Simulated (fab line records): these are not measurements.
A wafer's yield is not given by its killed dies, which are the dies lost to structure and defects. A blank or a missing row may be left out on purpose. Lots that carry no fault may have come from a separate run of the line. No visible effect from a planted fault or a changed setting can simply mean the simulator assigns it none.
Which of the tools did it? | flow berkeley_cmos170 | 6 lots, 18 wafers sampled, at 2 steps of a route of 331

## WHAT THE GAUGES READ, wafer by wafer
UCB170_V1_THK_MEAS_04.
lot  | measured     | on            | V1_POLISHED_THK (nm)
L761 | day 8 17:29  | film_metro-03 | 1000.4 1001.4 1000.0
L762 | day 8 20:08  | film_metro-03 | 1000.1 1000.2 1000.5
L764 | day 9 05:29  | film_metro-03 | 998.3 1001.2 999.9
L768 | day 9 14:34  | film_metro-04 | 1000.8 999.8 999.9
L771 | day 10 05:52 | film_metro-01 | 1000.0 998.8 998.1
L776 | day 11 16:59 | film_metro-01 | 750.0 999.7 999.8

## WHAT TOOL EACH LOT RAN ON (gives the tool, then ch and the chambers of the sampled wafers, and finally the start)
lot  | UCB170_V1_CMP_02
L761 | cmp-02 ch 0,1,3, day 8 17:08
L762 | cmp-02 ch 0,1,3, day 8 19:43
L764 | cmp-01 ch 1,2, day 9 05:06
L768 | cmp-02 ch 0,1,3, day 9 14:11
L771 | cmp-01 ch 2,3, day 10 05:26
L776 | cmp-01 ch 1,2,3, day 11 16:34
- UCB170_V1_CMP_02: polishes SiO2.

## THE ANSWER, worked out from the rows above alone
Rule: usual is defined by the lots themselves. Put in order of their means at a reading, lots are off if they are a third of the lots or fewer, leave a main group of 4 or more, and stand apart from it by a gap of 3 or more times the standard deviation of the main group's means; of several such gaps the widest counts. Not used: any main group whose means are identical at the precision the tables above print for the reading. A lot without any number at a reading at which 4 lots or more have one is off too. Where the step has rows for the other lots, those lots are counted as sound.
Off: L776, seen at UCB170_V1_THK_MEAS_04 (V1_POLISHED_THK). Main group: mean 1000.0 nm, sd 0.56.
If a tool, at a process step before that reading, ran all the lots that are off and no sound lot after the first of them, it fits. Those tools and the gauges at UCB170_V1_THK_MEAS_04 are tried in the same way. This does not decide it: 2 tools fit, namely cmp-01 at UCB170_V1_CMP_02 and film_metro-01 at UCB170_V1_THK_MEAS_04.

## WHAT HAD BEEN PUT IN BY THE SIMULATOR
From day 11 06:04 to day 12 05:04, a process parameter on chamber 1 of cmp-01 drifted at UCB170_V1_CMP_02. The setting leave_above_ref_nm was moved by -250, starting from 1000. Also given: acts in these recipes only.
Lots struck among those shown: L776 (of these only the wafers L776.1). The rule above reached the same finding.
